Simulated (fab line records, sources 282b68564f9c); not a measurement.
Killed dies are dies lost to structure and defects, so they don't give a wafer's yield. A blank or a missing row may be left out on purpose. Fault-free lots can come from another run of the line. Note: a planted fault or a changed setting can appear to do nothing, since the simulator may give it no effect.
fab line records	flow rit_cmos
[record] lots = 14	wafers = 41	last_day = 7
route steps=202 shown SILICIDE@165 CONTACT@169 M1@196
lots that met no fault: from a run of the same line without faults
start_h: hours from the record's opening day to when the first of the lot's shown wafers began	wait_h: hours from the lot's prior step to this one	" unchanged from the row above	L1.1+2: a row that stands for several wafers	- no value, or no start was given	* or withheld: withheld	< > ~ a bound
route shown NAME@n: a module of which the file shows steps, and the number in the route of the first	usual: the fault-free wafers' mean and standard deviation	same: alike in all rows	chamber/n: place in a boat	sites: per-site readings	_std_site: the standard deviation of these	_edge_site: outer sites' mean less inner sites'	radius_mm: for every site, how far away it sits from the centre of the wafer	mask NAME#n: copy n	behind: tool/chamber where the wafer was last shaped	hold: cause of the lot's hold/its duration in hours/its outcome	device: the n, p or np transistor that did not switch	end of line: tests run on the same wafers once the route is complete	a step without rows: its recipe alone	killed: not the wafer's yield, but the dies lost to structure and defects at the first sort	map: a wafer's dies, marking killed ones x, the rest . and places with no die _
set.NAME: setting as actually run; set.NAME@STEP: the setting as run at that earlier step	model.NAME: the simulator's own value behind a step, which no gauge read
one table for each step of the route and one row for each wafer, over a sample of lots
services: from which hour (start_h, from the record's first day; less than 0 if before it) a tool's chamber was out of use, for how many hours, and why
[[steps]]
[step RIT_SILICIDE_RTA_04]
[recipe] temp_c = 650	time_s = 10	idle_temp_c = 25	ramp_up_s = 5	ramp_down_s = 5	cool_to_c = 25	ambient = N2
[usual] wafer_temp_C_max = 652.5/0.58
lot.wafer	tool	chamber	start_h	wait_h	wafer_temp_C_max
L556.1	rtp_anneal-02	0	54.09	0.1	652.4
L556.3	"	0	"	"	652.5
L556.5	"	0	"	"	652.6
L557.1	rtp_anneal-01	0	56.15	0.1	651.8
L557.2	"	0	"	"	652.2
L557.4	"	0	"	"	651.8
L559.1	rtp_anneal-01	0	67.02	0.1	652.6
L559.4	"	0	"	"	651.6
L559.6	"	0	"	"	652.4
L560.1	rtp_anneal-02	0	70.94	0.1	652.7
L560.2	"	0	"	"	652.8
L560.6	"	0	"	"	653.2
L562.1	rtp_anneal-02	0	81.98	0.1	653.2
L562.3	"	0	"	"	652.8
L562.5	"	0	"	"	653.5
L563.2	rtp_anneal-01	0	86.11	0.1	651.4
L563.5	"	0	"	"	652.1
L563.6	"	0	"	"	652.6
L566.4	rtp_anneal-02	0	99.85	0.1	653.1
L566.6	"	0	"	"	653.5
L569.1	rtp_anneal-01	0	116.61	0.1	651.5
L569.2	"	0	"	"	651.9
L569.6	"	0	"	"	652.1
L570.3	rtp_anneal-02	0	122.63	0.1	653.7
L570.4	"	0	"	"	653.0
L570.6	"	0	"	"	653.4
L571.1	rtp_anneal-01	0	125.91	0.1	651.9
L571.2	"	0	"	"	651.9
L571.6	"	0	"	"	651.8
L573.3	rtp_anneal-01	0	134.28	0.1	652.2
L573.4	"	0	"	"	654.3
L573.5	"	0	"	"	652.3
L575.1	rtp_anneal-01	0	147.47	0.1	652.5
L575.3	"	0	"	"	652.6
L575.6	"	0	"	"	652.2
L577.1	rtp_anneal-01	0	155.64	0.1	652.0
L577.4	"	0	"	"	651.6
L577.5	"	0	"	"	653.0
L578.2	rtp_anneal-02	0	161.33	0.1	652.4
L578.3	"	0	"	"	652.5
L578.6	"	0	"	"	653.2
[step RIT_CONTACT_THK_MEAS_01]
[recipe] reads = SiO2_of_CONTACT_CVD_00
[usual] CONTACT_TEOS_THK = 399/5.3
lot.wafer	tool	chamber	start_h	wait_h	CONTACT_TEOS_THK[nm]
L556.1	film_metro-01	-	54.46	0.0	398
L556.3	"	-	"	"	400
L556.5	"	-	"	"	398
L557.1	film_metro-01	-	56.37	0.0	396
L557.2	"	-	"	"	398
L557.4	"	-	"	"	401
L559.1	film_metro-03	-	67.25	0.0	395
L559.4	"	-	"	"	400
L559.6	"	-	"	"	406
L560.1	film_metro-03	-	71.24	0.0	399
L560.2	"	-	"	"	395
L560.6	"	-	"	"	408
L562.1	film_metro-04	-	82.31	0.0	403
L562.3	"	-	"	"	398
L562.5	"	-	"	"	403
L563.2	film_metro-03	-	86.43	0.0	395
L563.5	"	-	"	"	396
L563.6	"	-	"	"	403
L566.4	film_metro-04	-	100.07	0.0	405
L566.6	"	-	"	"	400
L569.1	film_metro-01	-	116.84	0.0	398
L569.2	"	-	"	"	398
L569.6	"	-	"	"	402
L570.3	film_metro-03	-	122.86	0.0	393
L570.4	"	-	"	"	401
L570.6	"	-	"	"	402
L571.1	film_metro-04	-	126.14	0.0	394
L571.2	"	-	"	"	390
L571.6	"	-	"	"	398
L573.3	film_metro-03	-	134.50	0.0	394
L573.4	"	-	"	"	402
L573.5	"	-	"	"	406
L575.1	film_metro-04	-	147.69	0.0	399
L575.3	"	-	"	"	396
L575.6	"	-	"	"	407
L577.1	film_metro-03	-	155.87	0.0	394
L577.4	"	-	"	"	410
L577.5	"	-	"	"	400
L578.2	film_metro-03	-	161.63	0.1	397
L578.3	"	-	"	"	402
L578.6	"	-	"	"	398
[step RIT_CONTACT_CD_MEAS_90]
[recipe] target_cd_nm = 1000
[usual] cd_nm = 1000.2/2.3
lot.wafer	tool	chamber	start_h	wait_h	cd_nm
L556.1	cd_sem-02	-	56.16	0.1	1002.9
L556.3	"	-	"	"	1001.8
L556.5	"	-	"	"	1002.3
L557.1	cd_sem-02	-	58.39	0.1	1001.6
L557.2	"	-	"	"	1001.6
L557.4	"	-	"	"	1000.1
L559.1	cd_sem-01	-	68.95	0.1	1002.2
L559.4	"	-	"	"	1001.1
L559.6	"	-	"	"	1001.8
L560.1	cd_sem-02	-	72.94	0.1	1002.4
L560.2	"	-	"	"	1002.8
L560.6	"	-	"	"	1004.0
L562.1	cd_sem-01	-	84.02	0.1	999.6
L562.3	"	-	"	"	999.1
L562.5	"	-	"	"	999.3
L563.2	cd_sem-01	-	88.22	0.1	998.4
L563.5	"	-	"	"	998.0
L563.6	"	-	"	"	1000.9
L566.4	cd_sem-01	-	101.99	0.1	1001.8
L566.6	"	-	"	"	1000.5
L569.1	cd_sem-01	-	118.67	0.1	994.5
L569.2	"	-	"	"	995.0
L569.6	"	-	"	"	996.5
L570.3	cd_sem-02	-	124.70	0.1	1002.6
L570.4	"	-	"	"	1003.0
L570.6	"	-	"	"	1000.8
L571.1	cd_sem-01	-	128.05	0.1	997.2
L571.2	"	-	"	"	996.9
L571.6	"	-	"	"	995.6
L573.3	cd_sem-01	-	136.22	0.1	999.2
L573.4	"	-	"	"	1000.8
L573.5	"	-	"	"	998.0
L575.1	cd_sem-01	-	149.52	0.1	995.8
L575.3	"	-	"	"	999.1
L575.6	"	-	"	"	996.8
L577.1	cd_sem-01	-	157.57	0.1	1000.0
L577.4	"	-	"	"	1000.0
L577.5	"	-	"	"	998.4
L578.2	cd_sem-01	-	163.35	0.1	1000.2
L578.3	"	-	"	"	1002.4
L578.6	"	-	"	"	1000.5
[step RIT_M1_METAL_ETCH_12]
[recipe] stop_on = SiO2	chemistry = Cl2/BCl3	target = Al	time_s = 165	over_etch_frac = 0.5	pressure_mtorr = 100	target_depth_a = 6000	rf_w = 250	Cl2_flow_sccm = 60	bcl3_flow_sccm = 50
[usual] drypump_motor_current_A = 5.7/0.45	he_backside_leak_sccm = 3.31/0.24	mfc_cl2_sccm = 60.01/0.18	oes_product_au = 0.772/0.0088	rf_fwd_power_W = 249.0/0.87	throttle_valve_pct = 8.34/0.11
[same] over_etch_frac = 0.5
lot.wafer	tool	chamber	start_h	wait_h	drypump_motor_current_A	he_backside_leak_sccm	mfc_cl2_sccm	oes_product_au	rf_fwd_power_W	rf_hours_counter_h	throttle_valve_pct
L556.1	rie_metal-02	1	58.70	0.2	5.4	3.64	59.86	0.786	248.3	36	8.27
L556.3	"	1	"	"	5.4	3.44	59.99	0.782	248.9	-	8.26
L556.5	"	0	"	"	5.9	3.26	59.94	0.777	249.0	-	8.36
L557.1	rie_metal-01	1	60.62	0.2	5.8	3.53	60.17	0.774	249.2	1	8.37
L557.2	"	0	"	"	6.4	3.56	60.01	0.759	250.7	1	8.20
L557.4	"	0	"	"	6.5	3.48	59.75	0.770	250.1	-	8.21
L559.1	rie_metal-02	0	71.18	0.2	6.0	3.25	59.82	0.768	249.4	36	8.36
L559.4	"	1	"	"	5.5	3.43	60.03	0.786	248.9	-	8.29
L559.6	"	0	"	"	5.9	3.22	59.83	0.767	248.6	-	8.36
L560.1	rie_metal-01	0	75.29	0.2	6.5	3.50	59.93	0.761	249.8	1	8.19
L560.2	"	1	"	"	5.8	2.90	60.36	0.773	248.3	1	8.40
L560.6	"	1	"	"	5.8	3.05	60.07	0.782	249.0	-	8.38
L562.1	rie_metal-02	1	86.55	0.2	5.4	3.63	59.89	0.781	248.1	37	8.27
L562.3	"	0	"	"	6.0	3.27	59.88	0.763	249.1	-	8.36
L562.5	"	0	"	"	6.0	3.31	59.68	0.763	248.5	-	8.37
L563.2	rie_metal-01	0	90.61	0.2	6.5	3.60	60.12	0.772	249.4	1	8.19
L563.5	"	0	"	"	6.5	3.43	59.97	0.762	249.9	-	8.20
L563.6	"	1	"	"	5.8	3.14	59.86	0.775	249.5	-	8.38
L566.4	rie_metal-01	1	104.52	0.1	5.8	3.13	59.92	0.792	424.1	-	8.39
L566.6	"	1	"	"	5.8	3.02	59.85	0.780	424.7	-	8.36
L569.1	rie_metal-01	0	121.02	0.2	6.5	3.52	60.41	0.774	424.1	1	8.20
L569.2	"	1	"	"	5.8	2.94	59.90	0.767	423.9	1	8.39
L569.6	"	0	"	"	6.5	3.49	60.36	0.761	424.3	-	8.19
L570.3	rie_metal-02	1	127.12	0.2	5.4	3.71	59.98	0.781	247.7	-	8.26
L570.4	"	0	"	"	6.0	3.31	59.98	0.781	248.8	-	8.36
L570.6	"	1	"	"	5.4	3.80	59.93	0.788	247.4	-	8.27
L571.1	rie_metal-04	1	130.41	0.2	5.5	3.25	60.12	0.763	249.4	3	8.32
L571.2	"	1	"	"	5.5	3.37	59.89	0.774	248.4	-	8.31
L571.6	"	1	"	"	5.5	3.30	60.25	0.768	248.9	-	8.28
L573.3	rie_metal-04	0	138.63	0.2	5.0	3.21	59.78	0.767	249.3	-	8.55
L573.4	"	1	"	"	5.5	3.18	60.36	0.753	247.6	-	8.29
L573.5	"	1	"	"	5.5	3.12	60.19	0.777	246.0	-	8.30
L575.1	rie_metal-04	1	151.85	0.2	5.5	3.05	60.19	0.769	250.1	4	8.30
L575.3	"	1	"	"	5.5	3.06	60.29	0.769	249.8	-	8.31
L575.6	"	1	"	"	5.5	3.04	60.15	0.769	249.7	-	8.28
L577.1	rie_metal-02	1	159.80	0.2	5.4	3.62	60.22	0.759	248.9	0	8.28
L577.4	"	0	"	"	6.0	3.27	59.99	0.780	247.1	-	8.37
L577.5	"	0	"	"	6.0	3.28	60.13	0.776	248.3	-	8.37
L578.2	rie_metal-04	1	165.61	0.2	5.5	3.33	60.04	0.765	249.3	4	8.29
L578.3	"	0	"	"	5.0	3.32	60.16	0.779	248.2	-	8.55
L578.6	"	1	"	"	5.5	3.20	60.09	0.768	249.1	-	8.29
[step RIT_M1_CD_MEAS_90]
[recipe] target_cd_nm = 2600
[usual] cd_nm = 2598.8/3
lot.wafer	tool	chamber	start_h	wait_h	cd_nm
L556.1	cd_sem-01	-	59.21	0.1	2593.4
L556.3	"	-	"	"	2593.1
L556.5	"	-	"	"	2593.8
L557.1	cd_sem-01	-	61.14	0.1	2599.1
L557.2	"	-	"	"	2599.6
L557.4	"	-	"	"	2601.3
L559.1	cd_sem-01	-	71.69	0.1	2602.7
L559.4	"	-	"	"	2601.4
L559.6	"	-	"	"	2601.4
L560.1	cd_sem-01	-	75.81	0.1	2598.2
L560.2	"	-	"	"	2598.8
L560.6	"	-	"	"	2601.2
L562.1	cd_sem-01	-	87.08	0.1	2599.7
L562.3	"	-	"	"	2598.8
L562.5	"	-	"	"	2599.3
L563.2	cd_sem-01	-	91.16	0.1	2601.7
L563.5	"	-	"	"	2597.7
L563.6	"	-	"	"	2602.8
L566.4	cd_sem-01	-	105.04	0.1	2558.8
L566.6	"	-	"	"	2559.0
L569.1	cd_sem-01	-	121.53	0.1	2555.5
L569.2	"	-	"	"	2557.7
L569.6	"	-	"	"	2556.8
L570.3	cd_sem-02	-	127.64	0.1	2600.8
L570.4	"	-	"	"	2595.6
L570.6	"	-	"	"	2599.0
L571.1	cd_sem-01	-	131.08	0.1	2599.5
L571.2	"	-	"	"	2598.1
L571.6	"	-	"	"	2597.6
L573.3	cd_sem-01	-	139.12	0.1	2598.4
L573.4	"	-	"	"	2597.2
L573.5	"	-	"	"	2598.9
L575.1	cd_sem-01	-	152.36	0.1	2598.4
L575.3	"	-	"	"	2601.3
L575.6	"	-	"	"	2598.7
L577.1	cd_sem-01	-	160.38	0.1	2600.4
L577.4	"	-	"	"	2598.9
L577.5	"	-	"	"	2599.0
L578.2	cd_sem-01	-	166.15	0.1	2598.6
L578.3	"	-	"	"	2598.5
L578.6	"	-	"	"	2597.6
[step RIT_M1_PROBE_99]
[usual] defect_limited_yield = 97.3/1.2	killed_at_M0_to_M3 = 0.0/0.12	killed_at_contacts = 0.1/0.31	killed_at_front_end = 7/3.2	killed_dies = 7/3.2	killed_open = 3.6/2.1	killed_short = 3.5/2.1	sort_bin_3_pad_short = 0.1/0.21	sort_bin_5_function = 1.6/0.88	sort_bin_6_memory = 1.0/0.66	sort_n_pass = 257/3.2	sort_yield_pct = 97.3/1.2
[same] gross_dies = 264	killed_at_M4_up = 0	killed_at_back_side = 0	killed_at_other = 0
lot.wafer	tool	chamber	start_h	wait_h	defect_limited_yield[%]	killed_at_M0_to_M3	killed_at_contacts	killed_at_front_end	killed_dies	killed_open	killed_short	sort_bin_3_pad_short[%]	sort_bin_5_function[%]	sort_bin_6_memory[%]	sort_n_pass	sort_yield_pct[%]
L556.1	prober-01	-	60.95	0.1	97.7	0	0	6	6	3	3	0.4	0.8	1.1	258	97.7
L556.3	prober-01	-	61.05	0.2	99.2	0	0	2	2	0	2	0.4	0	0.4	262	99.2
L556.5	prober-01	-	61.15	0.2	98.1	0	0	5	5	3	2	0	1.9	0	259	98.1
L557.1	prober-02	-	63.67	0.1	99.6	0	0	1	1	0	1	0	0	0.4	263	99.6
L557.2	prober-02	-	63.72	0.1	97.7	0	0	6	6	2	4	0	1.5	0.8	258	97.7
L557.4	prober-02	-	63.82	0.2	98.5	0	0	4	4	3	1	0	1.5	0	260	98.5
L559.1	prober-02	-	73.67	0.1	99.2	0	0	2	2	2	0	0	0.8	0	262	99.2
L559.4	prober-02	-	73.82	0.2	97.3	0	1	6	7	2	5	0.8	1.9	0	257	97.3
L559.6	prober-02	-	73.92	0.2	98.1	0	0	5	5	1	4	0.4	1.1	0.4	259	98.1
L560.1	prober-02	-	77.95	0.1	95.8	0	0	11	11	7	4	0.4	2.3	1.5	253	95.8
L560.2	prober-02	-	78.00	0.1	98.1	0	0	5	5	2	3	0	1.5	0.4	259	98.1
L560.6	prober-02	-	78.20	0.2	97.7	0	0	6	6	2	4	0	1.5	0.8	258	97.7
L562.1	prober-02	-	88.82	0.1	97.7	0	0	6	6	2	4	0	0.4	1.9	258	97.7
L562.3	prober-02	-	88.92	0.2	98.9	0	0	3	3	1	2	0	0.4	0.8	261	98.9
L562.5	prober-02	-	89.02	0.2	98.9	0	0	3	3	2	1	0	0.8	0.4	261	98.9
L563.2	prober-01	-	92.93	0.1	96.6	0	0	9	9	5	4	0	2.3	1.1	255	96.6
L563.5	prober-01	-	93.08	0.2	97.3	0	0	7	7	4	3	0	1.9	0.8	257	97.3
L563.6	prober-01	-	93.13	0.2	98.1	0	0	5	5	2	3	0.8	1.1	0	259	98.1
L566.4	prober-02	-	106.87	0.2	97.0	0	1	7	8	0	8	0.8	1.5	0.8	256	97.0
L566.6	prober-02	-	106.97	0.2	95.5	0	0	12	12	8	4	0	2.3	2.3	252	95.5
L569.1	prober-01	-	123.67	0.1	97.3	0	0	7	7	3	4	0	1.1	1.5	257	97.3
L569.2	prober-01	-	123.72	0.1	98.1	0	0	5	5	2	3	0	1.5	0.4	259	98.1
L569.6	prober-01	-	123.92	0.2	96.6	0	0	9	9	2	7	0	1.5	1.9	255	96.6
L570.3	prober-02	-	129.80	0.2	97.7	0	0	6	6	4	2	0	1.5	0.8	258	97.7
L570.4	prober-02	-	129.85	0.2	95.1	0	0	13	13	6	7	0	3.0	1.9	251	95.1
L570.6	prober-02	-	129.95	0.2	98.1	0	0	5	5	4	1	0	1.1	0.8	259	98.1
L571.1	prober-01	-	132.82	0.1	98.9	0	0	3	3	1	2	0	0.8	0.4	261	98.9
L571.2	prober-01	-	132.87	0.1	97.0	0	0	8	8	4	4	0	1.9	1.1	256	97.0
L571.6	prober-01	-	133.07	0.2	97.3	0	0	7	7	5	2	0.4	1.5	0.8	257	97.3
L573.3	prober-01	-	140.92	0.2	97.7	0	0	6	6	4	2	0	1.5	0.8	258	97.7
L573.4	prober-01	-	140.97	0.2	97.7	0	0	6	6	5	1	0	1.5	0.8	258	97.7
L573.5	prober-01	-	141.02	0.2	97.3	0	0	7	7	3	4	0.4	1.5	0.8	257	97.3
L575.1	prober-01	-	154.89	0.1	96.6	0	0	9	9	6	3	0	2.7	0.8	255	96.6
L575.3	prober-01	-	154.99	0.2	97.3	0	0	7	7	3	4	0	1.9	0.8	257	97.3
L575.6	prober-01	-	155.14	0.2	96.6	0	0	9	9	5	4	0	1.5	1.9	255	96.6
L577.1	prober-01	-	162.12	0.1	97.3	0	2	5	7	4	3	0.4	1.5	0.8	257	97.3
L577.4	prober-01	-	162.27	0.2	96.2	0	0	10	10	5	5	0.4	1.5	1.9	254	96.2
L577.5	prober-01	-	162.32	0.2	96.6	1	0	8	9	8	1	0	3.0	0.4	255	96.6
L578.2	prober-02	-	167.92	0.1	98.5	0	0	4	4	2	2	0.4	1.1	0	260	98.5
L578.3	prober-02	-	167.97	0.2	97.3	0	1	6	7	4	3	0	1.1	1.5	257	97.3
L578.6	prober-02	-	168.12	0.2	98.5	0	0	4	4	2	2	0.4	1.1	0	260	98.5
// killed by level:class
L556.1 SILICIDE:geometric_particle:open=2 FOX2:geometric_particle:short=1 GATE:geometric_particle:short=1 SPACER:geometric_particle:open=1 SPACER:geometric_particle:short=1
L556.3 FOX1:geometric_particle:short=2
L556.5 SPACER:geometric_particle:short=2 GATE:geometric_particle:open=1 REOX:geometric_particle:open=1 SILICIDE:geometric_particle:open=1
L557.1 SILICIDE:geometric_particle:short=1
L557.2 GATE:geometric_particle:short=3 FOX1:geometric_particle:short=1 FOX2:geometric_particle:open=1 SILICIDE:geometric_particle:open=1
L557.4 FOX2:geometric_particle:open=1 GATE:geometric_particle:open=1 GATE:geometric_particle:short=1 REOX:geometric_particle:open=1
L559.1 GATE:geometric_particle:open=1 SPACER:geometric_particle:open=1
L559.4 FOX1:geometric_particle:open=1 FOX1:geometric_particle:short=1 GATE:geometric_particle:short=1 REOX:geometric_particle:open=1 SPACER:geometric_particle:short=1 SILICIDE:geometric_particle:short=1 CONTACT:geometric_particle:short=1
L559.6 GATE:geometric_particle:short=2 FOX1:geometric_particle:open=1 SILICIDE:geometric_particle:short=1 SPACER:geometric_particle:short=1
L560.1 SPACER:geometric_particle:open=4 REOX:geometric_particle:open=2 SPACER:geometric_particle:short=2 SILICIDE:geometric_particle:short=2 GATE:geometric_particle:open=1
L560.2 SILICIDE:geometric_particle:short=2 FOX1:geometric_particle:open=1 GATE:geometric_particle:short=1 SPACER:geometric_particle:open=1
L560.6 REOX:geometric_particle:open=2 SILICIDE:geometric_particle:short=2 REOX:geometric_particle:short=1 SPACER:geometric_particle:short=1
L562.1 GATE:geometric_particle:short=2 SILICIDE:geometric_particle:short=2 SPACER:geometric_particle:open=1 SILICIDE:geometric_particle:open=1
L562.3 FOX1:geometric_particle:short=1 GATE:geometric_particle:short=1 SPACER:geometric_particle:open=1
L562.5 FOX1:geometric_particle:short=1 GATE:geometric_particle:open=1 REOX:geometric_particle:open=1
L563.2 GATE:geometric_particle:open=2 SILICIDE:geometric_particle:open=2 FOX1:geometric_particle:open=1 FOX2:geometric_particle:short=1 GATE:geometric_particle:short=1 REOX:geometric_particle:short=1 SPACER:geometric_particle:short=1
L563.5 GATE:geometric_particle:open=3 REOX:geometric_particle:short=2 GATE:geometric_particle:short=1 REOX:geometric_particle:open=1
L563.6 REOX:geometric_particle:short=2 GATE:geometric_particle:open=1 REOX:geometric_particle:open=1 SILICIDE:geometric_particle:short=1
L566.4 REOX:geometric_particle:short=3 FOX1:geometric_particle:short=2 SILICIDE:geometric_particle:short=2 CONTACT:geometric_particle:short=1
L566.6 GATE:geometric_particle:open=2 REOX:geometric_particle:open=2 SPACER:geometric_particle:short=2 SPACER:geometric_particle:open=2 FOX1:geometric_particle:open=1 FOX1:geometric_particle:short=1 REOX:geometric_particle:short=1 SILICIDE:geometric_particle:open=1
L569.1 GATE:geometric_particle:short=2 GATE:geometric_particle:open=2 SPACER:geometric_particle:short=2 SPACER:geometric_particle:open=1
L569.2 FOX1:geometric_particle:open=2 GATE:geometric_particle:short=2 SPACER:geometric_particle:short=1
L569.6 SPACER:geometric_particle:short=3 FOX1:geometric_particle:short=2 FOX1:geometric_particle:open=1 FOX2:geometric_particle:open=1 GATE:geometric_particle:short=1 REOX:geometric_particle:short=1
L570.3 GATE:geometric_particle:open=3 FOX1:geometric_particle:open=1 REOX:geometric_particle:short=1 SILICIDE:geometric_particle:short=1
L570.4 SILICIDE:geometric_particle:open=5 GATE:geometric_particle:short=4 SPACER:geometric_particle:short=2 GATE:geometric_particle:open=1 SILICIDE:geometric_particle:short=1
L570.6 SILICIDE:geometric_particle:open=3 FOX2:geometric_particle:short=1 REOX:geometric_particle:open=1
L571.1 GATE:geometric_particle:short=2 FOX1:geometric_particle:open=1
L571.2 GATE:geometric_particle:open=3 FOX1:geometric_particle:open=1 FOX1:geometric_particle:short=1 FOX2:geometric_particle:short=1 GATE:geometric_particle:short=1 SPACER:geometric_particle:short=1
L571.6 GATE:geometric_particle:open=4 GATE:geometric_particle:short=1 SILICIDE:geometric_particle:open=1 SILICIDE:geometric_particle:short=1
L573.3 GATE:geometric_particle:open=2 FOX1:geometric_particle:open=1 GATE:geometric_particle:short=1 SILICIDE:geometric_particle:short=1 SILICIDE:geometric_particle:open=1
L573.4 GATE:geometric_particle:open=4 FOX1:geometric_particle:short=1 FOX1:geometric_particle:open=1
L573.5 FOX1:geometric_particle:open=2 FOX1:geometric_particle:short=2 FOX2:geometric_particle:short=1 GATE:geometric_particle:short=1 SPACER:geometric_particle:open=1
L575.1 FOX1:geometric_particle:short=2 GATE:geometric_particle:open=2 FOX1:geometric_particle:open=1 FOX2:geometric_particle:open=1 REOX:geometric_particle:open=1 SPACER:geometric_particle:short=1 SILICIDE:geometric_particle:open=1
L575.3 FOX2:geometric_particle:open=2 GATE:geometric_particle:short=2 FOX1:geometric_particle:short=1 SILICIDE:geometric_particle:open=1 SILICIDE:geometric_particle:short=1
L575.6 SPACER:geometric_particle:open=2 FOX2:geometric_particle:short=1 FOX1:geometric_particle:short=1 GATE:geometric_particle:short=1 GATE:geometric_particle:open=1 REOX:geometric_particle:open=1 SPACER:geometric_particle:short=1 SILICIDE:geometric_particle:open=1
L577.1 SILICIDE:geometric_particle:short=2 CONTACT:geometric_particle:open=2 GATE:geometric_particle:short=1 GATE:geometric_particle:open=1 SILICIDE:geometric_particle:open=1
L577.4 GATE:geometric_particle:open=3 FOX2:geometric_particle:short=2 GATE:geometric_particle:short=2 SILICIDE:geometric_particle:open=2 SPACER:geometric_particle:short=1
L577.5 GATE:geometric_particle:open=3 SPACER:geometric_particle:open=3 FOX1:geometric_particle:open=1 REOX:geometric_particle:open=1 M1:geometric_particle:short=1
L578.2 FOX1:geometric_particle:short=2 FOX2:geometric_particle:open=2
L578.3 GATE:geometric_particle:open=2 GATE:geometric_particle:short=2 REOX:geometric_particle:open=1 SPACER:geometric_particle:short=1 CONTACT:geometric_particle:open=1
L578.6 REOX:geometric_particle:short=2 REOX:geometric_particle:open=2
[[services]]
tool	chamber	start_h	hours	kind
rie_metal-04	-	64.87	0.9	repair
rie_metal-04	0	115.04	17.4	repair
rie_metal-04	1	121.73	6.4	repair
rie_metal-02	-	126.14	0.7	repair
rie_metal-02	-	136.12	20.0	pm
rie_metal-02	0	136.12	20.0	vent_cycle
rie_metal-02	1	136.12	20.0	vent_cycle
rie_metal-01	-	151.04	1.2	repair
rie_metal-02	0	156.12	-	clean
rie_metal-02	1	156.12	-	clean
[[key]]
[first_sign] step = RIT_M1_METAL_ETCH_12	reading = rf_fwd_power_W	direction = up	sigmas = 99+	usual = 249.0	struck = 424.2
[effect] step = RIT_M1_CD_MEAS_90	reading = cd_nm	direction = down	sigmas = 14	usual = 2598.8	struck = 2557.6
met_at RIT_M1_METAL_ETCH_12
struck_lots L566,L569
not_acting_at RIT_SILICIDE_RTA_04,RIT_CONTACT_THK_MEAS_01,RIT_CONTACT_CD_MEAS_90
onset_between 90.61 104.52
[fault] kind = process_parameter_drift	tool = rie_metal-01	chamber = -	onset_h = 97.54	steps = RIT_M1_METAL_ETCH_12	channel = rf_w	offset = 175	shape = step	end_h = 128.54	stated = 250
